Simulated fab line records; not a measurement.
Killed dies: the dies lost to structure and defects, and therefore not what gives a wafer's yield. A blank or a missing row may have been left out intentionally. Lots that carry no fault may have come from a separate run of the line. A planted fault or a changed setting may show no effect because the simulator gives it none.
fab line records | flow berkeley-cmos170 | part 1 of 2: steps 1 to 35 of 44
record lots=6 wafers=18 last-day=14
route steps=331 shown SDANNEAL@205 PSD@206 NSD@207 PLDD@208 NLDD@209 SILICIDE@210 CONTACT@216 M1@238 M3@331
lots that met no fault: from a run of the same line without faults
start-h: hours from the record's opening day to when the first of the lot's shown wafers began | wait-h: hours since the lot's step before | " repeats the value in the row above | L1.1+2: one row covering several wafers at once | - either no value or no given start | * or withheld: withheld | < > ~ a bound
route shown NAME@n: names a module that has steps shown in the file, with the first one's number in the route | usual: the fault-free wafers' mean and standard deviation | same: alike in all rows | chamber/n: place in a boat | sites: each site's reading | _std_site: their standard deviation | _edge_site: the outer-site mean with the inner-site mean subtracted | radius-mm: how far each site lies from the wafer's centre | mask NAME#n: copy n | behind: the tool/chamber that last shaped the wafer | hold: why the lot went on hold/how many hours it stayed there/how the hold came to an end | device: the n, p or np transistor that did not switch | end of line: the tests these same wafers got at the end of their route | a step with no rows: only its recipe | killed: the dies lost at the first sort to structure and to defects; this is not the yield of the wafer | map: a wafer's dies, marking killed ones x, the rest . and places with no die _
set.NAME: the setting that was run; set.NAME@STEP: the one run at that earlier step | model.NAME: the simulator's own value behind a step, which no gauge read
lots seen at some steps along the route; tables by step, rows by wafer
services: from which hour (start-h, from the record's first day; less than 0 if before it) a tool's chamber was out of use, for how many hours, and why
## steps
# step UCB170_SDANNEAL_RTA_01
# recipe temp-c=1050 time-s=5 ambient=N2
# usual lamp-power-pct=40.9/1.4 wafer_temp_C_max=1055.4/1.3
# columns lot.wafer tool chamber start-h wait-h lamp-power-pct wafer_temp_C_max
L807.3 rtp-anneal-01 0 186.76 0.1 42.3 1053.2
L807.5 " 0 " " 42.3 1054.3
L807.6 " 0 " " 42.3 1054.0
L818.3 rtp-anneal-02 0 231.78 0.1 39.4 1056.4
L818.4 " 0 " " 39.5 1055.3
L818.6 " 0 " " 39.5 1055.2
L817.1 rtp-anneal-02 0 232.31 0.1 39.4 1058.1
L817.2 " 0 " " 39.4 1056.3
L817.6 " 0 " " 39.4 1057.2
L820.2 rtp-anneal-02 0 247.87 0.1 39.4 1055.7
L820.4 " 0 " " 39.5 1055.0
L820.5 " 0 " " 39.4 1055.5
L822.1 rtp-anneal-01 0 257.32 0.1 42.2 1055.4
L822.3 " 0 " " 42.3 1054.3
L822.6 " 0 " " 42.3 1055.1
L828.4 rtp-anneal-02 0 302.05 0.1 39.4 1056.3
L828.5 " 0 " " 39.4 1054.8
L828.6 " 0 " " 39.4 1054.7
# step UCB170_SDANNEAL_RS_MEAS_02
# recipe thk-meas-gauge=four-point-probe
# usual PSD_RS=75.56/0.27
# columns lot.wafer tool chamber start-h wait-h PSD_RS[ohm/sq]
L807.3 film-metro-02 - 186.84 0.1 75.59
L807.5 " - " " 75.85
L807.6 " - " " 75.33
L818.3 film-metro-04 - 231.86 0.1 75.74
L818.4 " - " " 75.74
L818.6 " - " " 75.68
L817.1 film-metro-02 - 232.38 0.1 75.02
L817.2 " - " " 75.29
L817.6 " - " " 75.27
L820.2 film-metro-04 - 247.94 0.1 75.55
L820.4 " - " " 75.55
L820.5 " - " " 75.71
L822.1 film-metro-01 - 257.38 0.0 75.19
L822.3 " - " " 75.38
L822.6 " - " " 75.50
L828.4 film-metro-04 - 302.14 0.1 75.33
L828.5 " - " " 75.08
L828.6 " - " " 75.51
# step UCB170_SDANNEAL_RS_MEAS_03
# recipe thk-meas-gauge=four-point-probe
# usual NSD_RS=37.24/0.09
# columns lot.wafer tool chamber start-h wait-h NSD_RS[ohm/sq]
L807.3 film-metro-02 - 186.96 0.1 37.14
L807.5 " - " " 37.16
L807.6 " - " " 37.19
L818.3 film-metro-04 - 231.98 0.1 37.17
L818.4 " - " " 37.28
L818.6 " - " " 37.29
L817.1 film-metro-02 - 232.50 0.1 37.16
L817.2 " - " " 37.10
L817.6 " - " " 37.16
L820.2 film-metro-04 - 248.06 0.1 37.30
L820.4 " - " " 37.32
L820.5 " - " " 37.33
L822.1 film-metro-01 - 257.50 0.1 37.08
L822.3 " - " " 37.29
L822.6 " - " " 37.17
L828.4 film-metro-04 - 302.26 0.1 37.37
L828.5 " - " " 37.35
L828.6 " - " " 37.37
# step UCB170_SDANNEAL_RS_MEAS_04
# recipe thk-meas-gauge=four-point-probe
# usual PLDD_RS=1030/3
# columns lot.wafer tool chamber start-h wait-h PLDD_RS[ohm/sq]
L807.3 film-metro-02 - 187.08 0.1 1032
L807.5 " - " " 1031
L807.6 " - " " 1031
L818.3 film-metro-04 - 232.10 0.1 1033
L818.4 " - " " 1032
L818.6 " - " " 1035
L817.1 film-metro-02 - 232.62 0.1 1027
L817.2 " - " " 1026
L817.6 " - " " 1029
L820.2 film-metro-04 - 248.18 0.1 1031
L820.4 " - " " 1031
L820.5 " - " " 1032
L822.1 film-metro-01 - 257.62 0.1 1032
L822.3 " - " " 1036
L822.6 " - " " 1031
L828.4 film-metro-04 - 302.38 0.1 1032
L828.5 " - " " 1030
L828.6 " - " " 1034
# step UCB170_SDANNEAL_RS_MEAS_05
# recipe thk-meas-gauge=four-point-probe
# usual NLDD_RS=615.5/1.6
# columns lot.wafer tool chamber start-h wait-h NLDD_RS[ohm/sq]
L807.3 film-metro-02 - 187.20 0.1 613.4
L807.5 " - " " 615.6
L807.6 " - " " 612.9
L818.3 film-metro-04 - 232.22 0.1 615.1
L818.4 " - " " 616.0
L818.6 " - " " 615.7
L817.1 film-metro-02 - 232.74 0.1 613.6
L817.2 " - " " 614.4
L817.6 " - " " 614.1
L820.2 film-metro-04 - 248.30 0.1 618.9
L820.4 " - " " 618.5
L820.5 " - " " 618.2
L822.1 film-metro-01 - 257.74 0.1 616.3
L822.3 " - " " 615.3
L822.6 " - " " 615.7
L828.4 film-metro-04 - 302.50 0.1 615.8
L828.5 " - " " 616.0
L828.6 " - " " 615.0
# step UCB170_SILICIDE_PRE_CLEAN_00
# recipe gas=Ar preclean-etch-time-s=60
# step UCB170_SILICIDE_SPUTTER_01
# recipe material=Ti target-thk-nm=30 time-s=25 power-w=1500 chamber-pressure-pa=0.5
# usual throttle-valve-pct=30.0/1.2
# columns lot.wafer tool chamber start-h wait-h throttle-valve-pct
L807.3 pvd-sputter-04 - 187.34 0.0 31.5
L807.5 " - " " 28.6
L807.6 " - " " 31.5
L818.3 pvd-sputter-02 - 232.37 0.0 31.4
L818.4 " - " " 30.4
L818.6 " - " " 30.7
L817.1 pvd-sputter-03 - 232.92 0.0 30.2
L817.2 " - " " 30.2
L817.6 " - " " 30.4
L820.2 pvd-sputter-02 - 248.47 0.0 29.2
L820.4 " - " " 30.1
L820.5 " - " " 31.3
L822.1 pvd-sputter-04 - 257.93 0.0 29.5
L822.3 " - " " 28.7
L822.6 " - " " 31.5
L828.4 pvd-sputter-02 - 302.63 0.0 29.4
L828.5 " - " " 30.4
L828.6 " - " " 29.5
# step UCB170_SILICIDE_RS_MEAS_02
# recipe thk-meas-gauge=four-point-probe reads=Ti_of_SILICIDE_SPUTTER_01
# usual SILICIDE_TI_RS=26.0/0.41
# columns lot.wafer tool chamber start-h wait-h SILICIDE_TI_RS[ohm/sq]
L807.3 film-metro-02 - 187.41 0.1 26.5
L807.5 " - " " 26.3
L807.6 " - " " 26.5
L818.3 film-metro-03 - 232.44 0.1 25.6
L818.4 " - " " 26.0
L818.6 " - " " 25.4
L817.1 film-metro-04 - 232.95 0.0 25.4
L817.2 " - " " 25.4
L817.6 " - " " 25.7
L820.2 film-metro-03 - 248.52 0.0 26.1
L820.4 " - " " 26.6
L820.5 " - " " 26.2
L822.1 film-metro-03 - 257.96 0.0 26.3
L822.3 " - " " 26.1
L822.6 " - " " 26.5
L828.4 film-metro-03 - 302.72 0.1 26.1
L828.5 " - " " 26.9
L828.6 " - " " 26.4
# step UCB170_SILICIDE_THK_MEAS_03
# recipe thk-meas-gauge=xrf reads=Ti_of_SILICIDE_SPUTTER_01
# usual SILICIDE_TI_THK=29.9/0.42
# columns lot.wafer tool chamber start-h wait-h SILICIDE_TI_THK[nm]
L807.3 film-metro-02 - 187.51 0.1 29.4
L807.5 " - " " 29.5
L807.6 " - " " 29.4
L818.3 film-metro-03 - 232.54 0.1 30.1
L818.4 " - " " 29.7
L818.6 " - " " 30.3
L817.1 film-metro-04 - 233.07 0.1 30.7
L817.2 " - " " 30.6
L817.6 " - " " 30.4
L820.2 film-metro-03 - 248.63 0.1 29.8
L820.4 " - " " 29.4
L820.5 " - " " 29.7
L822.1 film-metro-03 - 258.08 0.1 29.7
L822.3 " - " " 29.8
L822.6 " - " " 29.3
L828.4 film-metro-03 - 302.81 0.1 29.5
L828.5 " - " " 29.1
L828.6 " - " " 29.6
# step UCB170_SILICIDE_RTA_04
# recipe temp-c=650 time-s=15 ambient=N2
# usual lamp-power-pct=11.3/0.4 wafer_temp_C_max=653.4/0.65
# columns lot.wafer tool chamber start-h wait-h lamp-power-pct wafer_temp_C_max
L807.3 rtp-anneal-01 0 187.58 0.1 11.7 652.7
L807.5 " 0 " " 11.8 652.2
L807.6 " 0 " " 11.7 653.4
L818.3 rtp-anneal-01 0 232.61 0.1 11.7 652.9
L818.4 " 0 " " 11.7 654.4
L818.6 " 0 " " 11.7 653.5
L817.1 rtp-anneal-01 0 233.13 0.1 11.7 654.4
L817.2 " 0 " " 11.7 654.2
L817.6 " 0 " " 11.7 653.0
L820.2 rtp-anneal-01 0 248.69 0.1 11.7 652.8
L820.4 " 0 " " 11.7 653.8
L820.5 " 0 " " 11.7 652.9
L822.1 rtp-anneal-02 0 258.14 0.1 11.0 654.6
L822.3 " 0 " " 11.0 653.9
L822.6 " 0 " " 11.0 654.2
L828.4 rtp-anneal-02 0 302.88 0.1 11.0 653.0
L828.5 " 0 " " 10.9 652.3
L828.6 " 0 " " 11.0 653.6
# step UCB170_SILICIDE_WET_ETCH_05
# recipe chemistry=SPM time-s=45 temp-c=120 target=Ti
# step UCB170_CONTACT_CLEAN_00
# recipe chemistry=SPM temp-c=120 time-s=600
# step UCB170_CONTACT_CVD_01
# recipe material=PSG target-thk-nm=700 temp-c=450 precursor=SiH4/O2/PH3 time-s=2820 pressure-mtorr=300 sih4-flow-sccm=60 o2-flow-sccm=90 ph3-flow-sccm=25
# usual spike-tc-centre-C=452.5/1.6 zone-power-centre-pct=19.4/1.4
# columns lot.wafer tool chamber start-h wait-h spike-tc-centre-C zone-power-centre-pct model.PSG_of_CONTACT_CVD_01.thk-nm
L807.3 lpcvd-02 0 188.65 0.7 451.5 20.4 695.8
L807.5 " 0 " " 451.4 20.0 693.2
L807.6 " 0 " " 451.1 20.3 694.9
L818.3 lpcvd-02 0 232.96 0.0 451.4 20.4 474.1
L818.4 " 0 " " 451.1 20.2 468.5
L818.6 " 0 " " 453.2 20.3 466.2
L817.1 lpcvd-02 1 234.74 1.3 453.3 18.3 469.5
L817.2 " 1 " " 451.5 18.3 473.5
L817.6 " 1 " " 454.0 18.3 471.4
L820.2 lpcvd-01 0 248.95 0.0 454.9 17.9 700.9
L820.4 " 0 " " 454.2 18.2 700.1
L820.5 " 0 " " 453.7 17.9 698
L822.1 lpcvd-01 1 259.61 1.2 452.1 22.2 702.7
L822.3 " 1 " " 451.4 22.7 708.8
L822.6 " 1 " " 451.4 22.7 707.1
L828.4 lpcvd-01 1 303.32 0.2 453.1 22.5 694.2
L828.5 " 1 " " 451.6 22.6 698.5
L828.6 " 1 " " 453.8 22.2 696.5
# step UCB170_CONTACT_THK_MEAS_02
# recipe reads=PSG_of_CONTACT_CVD_01
# usual CONTACT_PSG_THK=699/5.6
# columns lot.wafer tool chamber start-h wait-h CONTACT_PSG_THK[nm]
L807.3 film-metro-01 - 190.45 0.0 697
L807.5 " - " " 693
L807.6 " - " " 695
L818.3 film-metro-03 - 234.76 0.0 474
L818.4 " - " " 468
L818.6 " - " " 466
L817.1 film-metro-01 - 236.52 0.0 470
L817.2 " - " " 474
L817.6 " - " " 471
L820.2 film-metro-03 - 250.74 0.0 701
L820.4 " - " " 701
L820.5 " - " " 698
L822.1 film-metro-01 - 261.40 0.0 703
L822.3 " - " " 709
L822.6 " - " " 707
L828.4 film-metro-03 - 305.14 0.0 694
L828.5 " - " " 698
L828.6 " - " " 697
# step UCB170_CONTACT_HMDS_03
# recipe prime-time-s=60 prime-temp-c=100
# step UCB170_CONTACT_COAT_04
# recipe resist=KrF spin-rpm=1500 resist-thk-nm=900
# step UCB170_CONTACT_SOFTBAKE_05
# recipe resist=KrF temp-c=130 time-s=60
# step UCB170_CONTACT_STRIP_06
# recipe chemistry=O2 power-w=400 pressure-mtorr=3500 platen-temp-c=withheld o2-flow-sccm=400 overash-fraction=0.5
# usual drypump-motor-current-A=5.6/0.41 oes-product-au=0.735/0.0044 strip-time-to-endpoint-s=21.94/0.059
# columns lot.wafer tool chamber start-h wait-h drypump-motor-current-A oes-product-au rf-hours-counter-h strip-time-to-endpoint-s
L807.3 plasma-asher-01 0 190.98 0.1 5.3 0.732 - 22.02
L807.5 " 0 " " 5.3 0.738 - 21.96
L807.6 " 1 " " 6.1 0.737 - 21.97
L818.3 plasma-asher-03 0 235.28 0.1 5.8 0.735 - 21.99
L818.4 " 1 " " 5.6 0.736 - 22.01
L818.6 " 1 " " 5.6 0.729 - 22.00
L817.1 plasma-asher-01 0 237.10 0.1 5.3 0.742 53 21.96
L817.2 " 1 " " 6.2 0.730 53 22.02
L817.6 " 0 " " 5.3 0.742 - 22.06
L820.2 plasma-asher-04 0 251.24 0.1 5.0 0.731 15 21.89
L820.4 " 1 " " 5.3 0.737 - 21.97
L820.5 " 0 " " 5.0 0.729 - 21.96
L822.1 plasma-asher-01 1 261.91 0.1 6.1 0.739 55 21.87
L822.3 " 0 " " 5.3 0.739 - 21.84
L822.6 " 0 " " 5.3 0.741 - 21.88
L828.4 plasma-asher-04 0 305.65 0.1 5.0 0.736 - 21.89
L828.5 " 0 " " 5.0 0.735 - 21.91
L828.6 " 1 " " 5.2 0.735 - 21.93
# step UCB170_CONTACT_CLEAN_07
# recipe chemistry=SPM temp-c=120 time-s=600
# step UCB170_CONTACT_RTA_08
# recipe temp-c=900 time-s=10 ambient=N2
# step UCB170_CONTACT_COAT_09
# recipe resist=BARC temp-c=withheld time-s=withheld spin-rpm=3000 resist-thk-nm=withheld
# step UCB170_CONTACT_COAT_10
# recipe resist=KrF spin-rpm=1500 resist-thk-nm=900
# step UCB170_CONTACT_SOFTBAKE_11
# recipe resist=KrF temp-c=130 time-s=60
# step UCB170_CONTACT_EXPOSE_12
# recipe mask-id=CONT target-cd-nm=700 na=0.5 sigma-outer=0.6 source-shape=conventional dose-mj=35
# step UCB170_CONTACT_PEB_13
# recipe peb-temp-c=130 peb-time-s=withheld resist=KrF
# step UCB170_CONTACT_DEVELOP_14
# recipe developer=TMAH develop-time-s=45 resist=KrF dev-temp-c=21
# step UCB170_CONTACT_CD_MEAS_15
# recipe target-cd-nm=700
# usual cd-nm=699.7/1
# columns lot.wafer tool chamber start-h wait-h cd-nm
L807.3 cd-sem-02 - 192.43 - 701.2
L807.5 " - " " 699.8
L807.6 " - " " 699.8
L818.3 cd-sem-01 - 236.50 - 700.7
L818.4 " - " " 700.5
L818.6 " - " " 700.2
L817.1 cd-sem-01 - 238.89 - 698.5
L817.2 " - " " 700.6
L817.6 " - " " 698.7
L820.2 cd-sem-01 - 254.14 - 701.0
L820.4 " - " " 700.9
L820.5 " - " " 700.1
L822.1 cd-sem-02 - 264.25 - 700.2
L822.3 " - " " 699.7
L822.6 " - " " 699.7
L828.4 cd-sem-02 - 307.65 - 699.3
L828.5 " - " " 698.9
L828.6 " - " " 700.2
# step UCB170_CONTACT_OVL_MEAS_16
# usual CONTACT_OVL=0/4.3
# columns lot.wafer tool chamber start-h wait-h CONTACT_OVL[nm]
L807.3 overlay-01 - 192.53 0.1 -5
L807.5 " - " " -1
L807.6 " - " " 2
L818.3 overlay-02 - 236.59 0.1 -8
L818.4 " - " " -3
L818.6 " - " " -9
L817.1 overlay-01 - 239.01 0.1 3
L817.2 " - " " -1
L817.6 " - " " 1
L820.2 overlay-02 - 254.25 0.1 2
L820.4 " - " " -7
L820.5 " - " " -3
L822.1 overlay-01 - 264.37 0.1 -11
L822.3 " - " " -7
L822.6 " - " " 3
L828.4 overlay-01 - 307.73 0.1 4
L828.5 " - " " 1
L828.6 " - " " 4
# step UCB170_CONTACT_ETCH_17
# recipe chemistry=N2/H2 target-depth-a=withheld overetch-a=withheld target=BARC time-s=withheld source-w=500 bias-w=100 pressure-mtorr=30 n2-flow-sccm=100 h2-flow-sccm=200
# step UCB170_CONTACT_ETCH_18
# recipe chemistry=CHF3/CF4/Ar target=PSG stop-on=TiSi2 CHF3_flow_sccm=45 cf4-flow-sccm=15 Ar_flow_sccm=150 pressure-mtorr=200 rf-w=700 target-depth-a=8400 over-etch-frac=0.2 time-s=195
# usual drypump-motor-current-A=5.8/0.51 oes-product-au=0.893/0.015 throttle-valve-pct=6.95/0.13
# columns lot.wafer tool chamber start-h wait-h drypump-motor-current-A oes-product-au rf-hours-counter-h throttle-valve-pct model.etch.depth-nm model.CONTACT.feature-depth-nm
L807.3 rie-diel-02 2 - - 6.7 0.896 119 7.10 695.8 695.8
L807.5 " 3 " " 5.6 0.915 - 7.06 693.2 693.2
L807.6 " 0 " " 5.2 0.875 - 6.82 694.9 694.9
L818.3 rie-diel-01 3 - - 5.8 0.713 137 6.72 474.1 474.1
L818.4 " 1 " " 6.0 0.722 46 6.76 468.5 468.5
L818.6 " 3 " " 5.8 0.706 - 6.77 466.2 466.2
L817.1 rie-diel-04 2 - - 5.8 0.720 32 7.02 469.5 469.5
L817.2 " 1 " " 5.2 0.704 76 7.04 473.5 473.5
L817.6 " 3 " " 6.4 0.725 - 7.04 471.4 471.4
L820.2 rie-diel-04 3 - - 6.5 0.900 19 7.02 700.9 700.9
L820.4 " 0 " " 5.3 0.905 6 6.81 700.1 700.1
L820.5 " 3 " " 6.4 0.896 - 7.03 698 698
L822.1 rie-diel-01 2 - - 6.2 0.888 80 6.89 702.7 702.7
L822.3 " 1 " " 6.0 0.904 47 6.77 708.8 708.8
L822.6 " 0 " " 5.4 0.888 - 6.94 707.1 707.1
L828.4 rie-diel-01 1 - - 6.0 0.891 - 6.77 694.2 694.2
L828.5 " 0 " " 5.3 0.869 - 6.94 698.5 698.5
L828.6 " 3 " " 5.8 0.891 - 6.75 696.5 696.5
# step UCB170_CONTACT_STRIP_19
# recipe chemistry=O2 power-w=400 pressure-mtorr=3500 platen-temp-c=withheld o2-flow-sccm=400 overash-fraction=0.5
# usual drypump-motor-current-A=5.5/0.41 oes-product-au=0.726/0.0045
# columns lot.wafer tool chamber start-h wait-h drypump-motor-current-A oes-product-au rf-hours-counter-h
L807.3 plasma-asher-01 0 192.75 - 5.3 0.720 -
L807.5 " 0 " " 5.3 0.724 -
L807.6 " 1 " " 6.2 0.721 -
L818.3 plasma-asher-04 1 236.81 - 5.2 0.727 -
L818.4 " 0 " " 5.0 0.723 -
L818.6 " 0 " " 5.0 0.719 -
L817.1 plasma-asher-01 0 239.21 - 5.3 0.728 53
L817.2 " 1 " " 6.1 0.725 53
L817.6 " 1 " " 6.1 0.720 -
L820.2 plasma-asher-01 1 254.45 - 6.1 0.726 55
L820.4 " 1 " " 6.2 0.720 -
L820.5 " 1 " " 6.1 0.727 -
L822.1 plasma-asher-04 0 264.57 - 5.0 0.728 16
L822.3 " 1 " " 5.2 0.724 -
L822.6 " 1 " " 5.2 0.728 -
L828.4 plasma-asher-01 0 307.95 - 5.3 0.723 -
L828.5 " 1 " " 6.1 0.723 -
L828.6 " 0 " " 5.3 0.720 -
# step UCB170_CONTACT_CD_MEAS_90
# recipe target-cd-nm=700
# usual cd-nm=700.0/1.3
# columns lot.wafer tool chamber start-h wait-h cd-nm
L807.3 cd-sem-02 - 192.87 0.1 703.7
L807.5 " - " " 701.4
L807.6 " - " " 701.9
L818.3 cd-sem-01 - 236.98 0.1 700.6
L818.4 " - " " 702.3
L818.6 " - " " 700.4
L817.1 cd-sem-01 - 239.73 0.5 699.4
L817.2 " - " " 701.1
L817.6 " - " " 698.8
L820.2 cd-sem-02 - 254.63 0.1 701.1
L820.4 " - " " 700.8
L820.5 " - " " 699.4
L822.1 cd-sem-02 - 264.72 0.1 700.1
L822.3 " - " " 701.4
L822.6 " - " " 699.8
L828.4 cd-sem-01 - 308.07 0.1 700.2
L828.5 " - " " 699.4
L828.6 " - " " 699.6
# step UCB170_CONTACT_CLEAN_20
# recipe chemistry=SPM temp-c=120 time-s=600
# step UCB170_M1_SPUTTER_00
# recipe material=Al target-thk-nm=600 time-s=80 power-w=6000 chamber-pressure-pa=0.5
# step UCB170_M1_RS_MEAS_01
# recipe thk-meas-gauge=four-point-probe reads=Al_of_M1_SPUTTER_00
# usual M1_AL_RS=0.0485/0.00064
# columns lot.wafer tool chamber start-h wait-h M1_AL_RS[ohm/sq]
L807.3 film-metro-04 - 193.23 0.1 0.0477
L807.5 " - " " 0.0482
L807.6 " - " " 0.0481
L818.3 film-metro-01 - 237.34 0.1 0.0478
L818.4 " - " " 0.0497
L818.6 " - " " 0.0483
L817.1 film-metro-02 - 240.08 0.0 0.0484
L817.2 " - " " 0.0483
L817.6 " - " " 0.0478
L820.2 film-metro-01 - 254.99 0.1 0.0491
L820.4 " - " " 0.0492
L820.5 " - " " 0.0490
L822.1 film-metro-02 - 265.08 0.0 0.0477
L822.3 " - " " 0.0485
L822.6 " - " " 0.0477
L828.4 film-metro-02 - 308.43 0.1 0.0484
L828.5 " - " " 0.0477
L828.6 " - " " 0.0491
## key
first-sign step=UCB170_CONTACT_THK_MEAS_02 reading=CONTACT_PSG_THK direction=down sigmas=41 usual=699 struck=471
effect step=UCB170_CONTACT_ETCH_18 reading=oes-product-au direction=down sigmas=12 usual=0.893 struck=0.715
model-effect step=UCB170_CONTACT_CVD_01 value=PSG_of_CONTACT_CVD_01.thk-nm without=701.4 struck=470.5
model-effect step=UCB170_CONTACT_ETCH_18 value=etch.depth-nm without=701.4 struck=470.5
model-effect step=UCB170_M1_METAL_ETCH_12 value=PSG_of_CONTACT_CVD_01.thk-nm without=664.3 struck=433.4
model-effect step=UCB170_M3_PROBE_99 value=etest.field-p-metal.vt-v without=-59.36 struck=-45.93
met-at UCB170_CONTACT_CVD_01
struck-wafers L817.1,L817.2,L817.6,L818.3,L818.4,L818.6
tester-left-out L817,L818
onset-between 188.65 232.96
fault kind=process-parameter-drift tool=lpcvd-02 chamber=- onset-h=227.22 steps=UCB170_CONTACT_CVD_01 channel=target-thk-nm offset=-230.91 shape=step end-h=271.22 acts-in=these-recipes-only stated=700
# tester-left-out: of these lots the tester's yield and bins aren't shown, on N5 and GAA mostly nor the transistor test; their killed dies are dies lost to structure and defects alone, not to doping, threshold or leakage, so they don't give the yield
